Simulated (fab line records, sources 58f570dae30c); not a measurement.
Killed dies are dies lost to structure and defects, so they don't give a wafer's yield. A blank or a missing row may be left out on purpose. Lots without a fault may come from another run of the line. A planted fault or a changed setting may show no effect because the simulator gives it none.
One fault seen from 2 desks | flow berkeley_cmos170 | each desk has only its own numbers; what lay behind them comes last

THE TOOL OWNER'S DESK: furnace-04
The tool's own readings at UCB170_GATE_OXIDATION_01 (target thk 6.6 nm, ox time 1800 s): means of the sampled wafers that have a number, for each lot that ran on this tool. A lot is out of limits, marked OUT, if its mean lies more than 4 standard deviations from the usual mean; the brackets give that distance.
Columns: A = spike_tc_centre_C at UCB170_GATE_OXIDATION_01, usual 851.8 C; B = tube_center_temp_C at UCB170_GATE_OXIDATION_01, usual 850 C; C = tube_center_temp_C_max at UCB170_GATE_OXIDATION_01, usual 852.2; D = zone_power_source_pct at UCB170_GATE_OXIDATION_01, usual 22.7 %
lot  | first seen here | A                | B             | C               | D
L301 | day 6 03:49     | 852.6            | 850           | 852.0           | 24.6
L302 | day 6 08:04     | 856.9 (+4.6) OUT | 855 (+62) OUT | 856.9 (+13) OUT | 25.0
L303 | day 6 08:04     | 856.9 (+4.6) OUT | 855 (+63) OUT | 857.5 (+14) OUT | 24.6
L304 | day 6 10:55     | 857.0 (+4.7) OUT | 855 (+62) OUT | 857.2 (+13) OUT | 24.8
L321 | day 9 19:53     | 851.6            | 850           | 852.4           | 24.5
L322 | day 9 19:53     | 851.8            | 850           | 852.5           | 24.5
This desk's finding: out of limits on L302, L303, L304; first on L302, day 6 08:04 (spike_tc_centre_C at UCB170_GATE_OXIDATION_01). In limits: L301, L321, L322.

THE METROLOGY DESK
What the gauges read, lot by lot, whatever tool the lot ran on: means of the sampled wafers that have a number. A lot is out of limits, marked OUT, if its mean lies more than 4 standard deviations from the usual mean; the brackets give that distance.
Columns: A = ACTIVE_OVL at UCB170_ACTIVE_OVL_MEAS_14, usual -1 nm; B = PFIELD_OVL at UCB170_PFIELD_OVL_MEAS_06, usual -5 nm; C = PFIELD_TW at UCB170_PFIELD_TW_MEAS_09, usual 607; D = GATE_OXIDE_THK at UCB170_GATE_THK_MEAS_02, usual 6.56 nm
lot  | first seen here | A   | B   | C   | D
L300 | day 4 05:52     | -2  | -8  | 613 | 6.53
L301 | day 4 14:09     | 1   | -3  | 614 | 6.48
L303 | day 4 21:23     | -6  | -2  | 601 | 7.07 (+4.3) OUT
L302 | day 4 21:37     | -6  | -5  | 596 | 6.83
L304 | day 5 01:46     | 0   | -5  | 617 | 7.03
L305 | day 5 13:11     | 4   | 0   | 604 | 6.63
L306 | day 5 13:28     | 2   | -5  | 615 | 6.58
L307 | day 5 13:35     | -11 | -0  | 598 | 6.54
L314 | day 6 20:21     | 8   | -3  | 612 | 6.42
L315 | day 7 01:20     | 3   | -6  | 614 | 6.75
L317 | day 8 02:40     | 8   | -8  | 602 | 6.54
L319 | day 8 02:56     | 2   | -8  | 611 | 6.67
L321 | day 8 11:09     | -12 | -3  | 599 | 6.53
L322 | day 8 11:26     | 4   | -6  | 596 | 6.38
L323 | day 8 18:58     | 2   | -11 | 614 | 6.44
This desk's finding: out of limits on L303; first on L303, day 6 09:34 (GATE_OXIDE_THK at UCB170_GATE_THK_MEAS_02). In limits: L300, L301, L302, L304, L305, L306, L307, L314, L315, L317, L319, L321, L322, L323.

PUT TOGETHER
The tool owner's desk could have raised an alarm at day 6 08:04, on L302, L303, L304.
The metrology desk could have raised an alarm at day 6 09:34, on L303.
The metrology desk has L302, L304 on record, within its limits.
Of the lots named, all ran UCB170_GATE_OXIDATION_01 on furnace-04.

WHAT THE SIMULATOR HAD PUT IN
Process parameter drift: furnace-04, from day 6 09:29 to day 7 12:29, at UCB170_GATE_OXIDATION_01. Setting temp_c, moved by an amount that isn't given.
Lots struck among those shown: L302, L303, L304.
